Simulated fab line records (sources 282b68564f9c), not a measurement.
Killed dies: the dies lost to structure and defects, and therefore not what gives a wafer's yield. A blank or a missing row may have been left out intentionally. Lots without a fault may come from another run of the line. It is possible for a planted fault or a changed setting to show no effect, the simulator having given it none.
fab line records	flow rit-cmos
record lots=14	wafers=42	last-day=7
route steps=202 shown PSD@150 M1@202
lots untouched by any fault: they come from a run of this same line in which no faults occurred
start-h: hours from the record's first day to the start of the lot's first wafer shown	wait-h: hours elapsed since this lot's preceding step	" the same as in the row above	L1.1+2: several wafers, shown together as one row	- no value, or no start given	* or withheld: withheld	< > ~ a bound
route shown NAME@n: names a module that has steps shown in the file, with the first one's number in the route	usual: average and standard deviation across the fault-free wafers	same: alike in all rows	chamber/n: place in a boat	sites: each site's reading	_std_site: standard deviation of those values	_edge_site: inner sites' mean taken away from outer sites' mean	radius-mm: how far each site lies from the wafer's centre	mask NAME#n: copy n	behind: the most recent tool/chamber to have shaped the wafer	hold: cause of the lot's hold/its duration in hours/its outcome	device: transistor that didn't switch, given as n, p or np	end of line: the route-end tests of the same wafers	a step with no rows: only its recipe	killed: the dies lost at the first sort to structure and to defects; this is not the yield of the wafer	map: per-die view of a wafer (x killed, . not killed, _ where there is no die)
set.NAME: the run value of the setting; set.NAME@STEP: its run value at that earlier step	model.NAME: the simulator's own value behind a step, which no gauge read
the route's steps for a sample of lots (tables are steps, rows are wafers)
services: when a tool's chamber went out of use (start-h, in hours from the record's first day, below 0 if earlier), for how many hours, and the reason
## steps
# step RIT_PSD_IMPLANT_08
# recipe species=BF2	energy-kev=27	dose-cm2=5e+15	tilt-deg=7
# usual beam-on-s=13.7/0.94	dose-ions-cm2=5e+15/5.9e+12	faraday-current-uA=11275/790
lot.wafer	tool	chamber	start-h	wait-h	beam-on-s	dose-ions-cm2	faraday-current-uA
L497.3	implanter-01	0	65.64	0.1	12.5	5.004e+15	12322
L497.5	"	0	"	"	12.6	4.999e+15	12224
L497.6	"	0	"	"	12.3	5e+15	12427
L499.1	implanter-01	0	71.23	0.1	12.4	5.002e+15	12356
L499.3	"	0	"	"	12.8	5.006e+15	11968
L499.5	"	0	"	"	12.3	4.998e+15	12485
L498.2	implanter-04	0	71.52	0.1	14.7	4.998e+15	10478
L498.4	"	0	"	"	14.3	5.003e+15	10775
L498.6	"	0	"	"	14.7	4.992e+15	10563
L500.1	implanter-02	0	77.08	0.1	14.0	4.987e+15	10968
L500.2	"	0	"	"	14.4	4.989e+15	10707
L500.3	"	0	"	"	14.5	4.998e+15	10635
L501.1	implanter-02	0	80.48	0.1	14.7	5.002e+15	10539
L501.3	"	0	"	"	14.6	5.008e+15	10544
L501.6	"	0	"	"	13.8	5.008e+15	11191
L504.3	implanter-01	0	94.76	0.1	12.6	5.003e+15	12250
L504.4	"	0	"	"	12.4	5.001e+15	12348
L504.6	"	0	"	"	12.6	5.003e+15	12177
L506.1	implanter-01	0	100.68	0.1	12.2	5.001e+15	12633
L506.4	"	0	"	"	12.0	5.003e+15	12731
L506.5	"	0	"	"	12.4	4.986e+15	12455
L509.2	implanter-02	0	113.03	0.1	10.1	2.82e+15	8586
L509.4	"	0	"	"	9.8	2.817e+15	8865
L509.6	"	0	"	"	9.8	2.815e+15	8866
L510.1	implanter-02	0	115.43	0.1	10.0	2.8e+15	8689
L510.3	"	0	"	"	10.1	2.802e+15	8591
L510.5	"	0	"	"	9.8	2.812e+15	8823
L511.2	implanter-01	0	120.47	0.1	12.5	5.001e+15	12266
L511.4	"	0	"	"	12.0	4.997e+15	12657
L511.6	"	0	"	"	12.4	5.001e+15	12390
L512.2	implanter-01	0	125.35	0.1	12.5	5.003e+15	12293
L512.3	"	0	"	"	12.0	5.004e+15	12742
L512.6	"	0	"	"	12.1	5.006e+15	12730
L513.2	implanter-04	0	130.47	0.1	14.2	5.002e+15	10823
L513.3	"	0	"	"	14.1	5.003e+15	10851
L513.6	"	0	"	"	14.9	4.998e+15	10350
L518.4	implanter-04	0	158.88	0.1	14.7	4.999e+15	10459
L518.5	"	0	"	"	15.1	4.999e+15	10193
L518.6	"	0	"	"	14.1	4.991e+15	10885
L520.1	implanter-04	0	168.00	0.1	15.0	4.988e+15	10288
L520.5	"	0	"	"	14.5	4.995e+15	10661
L520.6	"	0	"	"	14.4	4.992e+15	10660
# step RIT_PSD_TW_MEAS_10
# usual PSD_TW=3427/38
lot.wafer	tool	chamber	start-h	wait-h	PSD_TW
L497.3	film-metro-04	-	65.93	0.1	3394
L497.5	"	-	"	"	3410
L497.6	"	-	"	"	3400
L499.1	film-metro-04	-	71.55	0.1	3406
L499.3	"	-	"	"	3402
L499.5	"	-	"	"	3400
L498.2	film-metro-01	-	71.83	0.1	3380
L498.4	"	-	"	"	3386
L498.6	"	-	"	"	3395
L500.1	film-metro-04	-	77.41	0.1	3465
L500.2	"	-	"	"	3449
L500.3	"	-	"	"	3436
L501.1	film-metro-01	-	80.81	0.1	3350
L501.3	"	-	"	"	3359
L501.6	"	-	"	"	3374
L504.3	film-metro-04	-	95.06	0.1	3442
L504.4	"	-	"	"	3443
L504.6	"	-	"	"	3431
L506.1	film-metro-04	-	101.00	0.1	3403
L506.4	"	-	"	"	3424
L506.5	"	-	"	"	3413
L509.2	film-metro-04	-	113.34	0.1	3179
L509.4	"	-	"	"	3223
L509.6	"	-	"	"	3197
L510.1	film-metro-04	-	115.75	0.1	3192
L510.3	"	-	"	"	3193
L510.5	"	-	"	"	3182
L511.2	film-metro-03	-	120.78	0.1	3479
L511.4	"	-	"	"	3474
L511.6	"	-	"	"	3489
L512.2	film-metro-03	-	125.66	0.1	3504
L512.3	"	-	"	"	3473
L512.6	"	-	"	"	3476
L513.2	film-metro-03	-	130.78	0.1	3489
L513.3	"	-	"	"	3494
L513.6	"	-	"	"	3474
L518.4	film-metro-03	-	159.16	0.1	3487
L518.5	"	-	"	"	3475
L518.6	"	-	"	"	3464
L520.1	film-metro-04	-	168.32	0.1	3425
L520.5	"	-	"	"	3402
L520.6	"	-	"	"	3424
# step RIT_SDANNEAL_RS_MEAS_04
# recipe thk-meas-gauge=four-point-probe
# usual PSD_RS=115.77/0.25
lot.wafer	tool	chamber	start-h	wait-h	PSD_RS[ohm/sq]
L497.3	film-metro-01	-	66.44	0.1	115.15
L497.5	"	-	"	"	115.27
L497.6	"	-	"	"	115.73
L499.1	film-metro-04	-	72.04	0.0	115.90
L499.3	"	-	"	"	115.94
L499.5	"	-	"	"	115.80
L498.2	film-metro-01	-	72.44	0.1	115.52
L498.4	"	-	"	"	115.88
L498.6	"	-	"	"	115.71
L500.1	film-metro-04	-	78.04	0.0	115.35
L500.2	"	-	"	"	115.33
L500.3	"	-	"	"	115.42
L501.1	film-metro-03	-	81.29	0.0	115.87
L501.3	"	-	"	"	115.85
L501.6	"	-	"	"	115.82
L504.3	film-metro-03	-	95.66	0.1	115.86
L504.4	"	-	"	"	115.53
L504.6	"	-	"	"	115.50
L506.1	film-metro-01	-	101.49	0.0	115.80
L506.4	"	-	"	"	116.16
L506.5	"	-	"	"	115.79
L509.2	film-metro-01	-	113.85	0.1	123.63
L509.4	"	-	"	"	123.26
L509.6	"	-	"	"	123.51
L510.1	film-metro-03	-	116.25	0.0	123.22
L510.3	"	-	"	"	123.08
L510.5	"	-	"	"	123.20
L511.2	film-metro-03	-	121.29	0.1	115.54
L511.4	"	-	"	"	115.88
L511.6	"	-	"	"	116.07
L512.2	film-metro-04	-	126.19	0.1	115.50
L512.3	"	-	"	"	116.32
L512.6	"	-	"	"	115.89
L513.2	film-metro-01	-	131.31	0.1	115.75
L513.3	"	-	"	"	115.88
L513.6	"	-	"	"	115.52
L518.4	film-metro-04	-	159.67	0.1	116.18
L518.5	"	-	"	"	116.05
L518.6	"	-	"	"	115.91
L520.1	film-metro-04	-	168.82	0.0	116.09
L520.5	"	-	"	"	115.93
L520.6	"	-	"	"	115.82
# step RIT_M1_PROBE_99
# usual killed_at_M0_to_M3=0.0/0.083	killed-at-contacts=0.1/0.38	killed-at-front-end=7/3.2	killed-dies=7/3.2	killed-open=3.6/2.1	killed-short=3.5/2
# same gross-dies=264	killed_at_M4_up=0	killed-at-back-side=0	killed-at-other=0
lot.wafer	tool	chamber	start-h	wait-h	killed_at_M0_to_M3	killed-at-contacts	killed-at-front-end	killed-dies	killed-open	killed-short
L511.2	prober-01	-	128.83	0.1	0	0	4	4	2	2
L511.4	prober-01	-	128.93	0.2	0	0	10	10	6	4
L511.6	prober-01	-	129.03	0.2	0	0	8	8	4	4
# killed by level:class
L511.2 GATE:geometric-particle:open=1 REOX:geometric-particle:short=1 SPACER:geometric-particle:short=1 SILICIDE:geometric-particle:open=1
L511.4 GATE:geometric-particle:open=3 FOX1:geometric-particle:short=2 SPACER:geometric-particle:open=2 GATE:geometric-particle:short=1 REOX:geometric-particle:open=1 SPACER:geometric-particle:short=1
L511.6 GATE:geometric-particle:short=2 GATE:geometric-particle:open=2 FOX1:geometric-particle:open=1 REOX:geometric-particle:short=1 REOX:geometric-particle:open=1 SPACER:geometric-particle:short=1
## services
tool	chamber	start-h	hours	kind
implanter-04	-	78.57	3.8	pm
implanter-02	-	85.54	1.1	repair
implanter-04	-	133.82	3.4	pm
implanter-01	-	159.53	1.7	repair
## key
first-sign step=RIT_PSD_IMPLANT_08	reading=dose-ions-cm2	direction=down	sigmas=99+	usual=5e+15	struck=2.811e+15
effect step=RIT_PSD_IMPLANT_08	reading=beam-on-s	direction=down	sigmas=4	usual=13.7	struck=9.9
effect step=RIT_PSD_TW_MEAS_10	reading=PSD_TW	direction=down	sigmas=6.1	usual=3427	struck=3194
effect step=RIT_SDANNEAL_RS_MEAS_04	reading=PSD_RS	direction=up	sigmas=30	usual=115.77	struck=123.32
met-at RIT_PSD_IMPLANT_08
struck-lots L509,L510
tester-left-out L509,L510
onset-between 80.48 113.03
fault kind=process-parameter-drift	tool=implanter-02	chamber=-	onset-h=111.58	steps=RIT_PSD_IMPLANT_08	channel=dose-cm2	offset=-2.1877e+15	shape=step	end-h=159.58	acts-in=these-recipes-only	stated=5e+15
# tester-left-out: of these lots the tester's yield and bins aren't shown, on N5 and GAA mostly nor the transistor test; their killed dies are dies lost to structure and defects alone, not to doping, threshold or leakage, so they don't give the yield
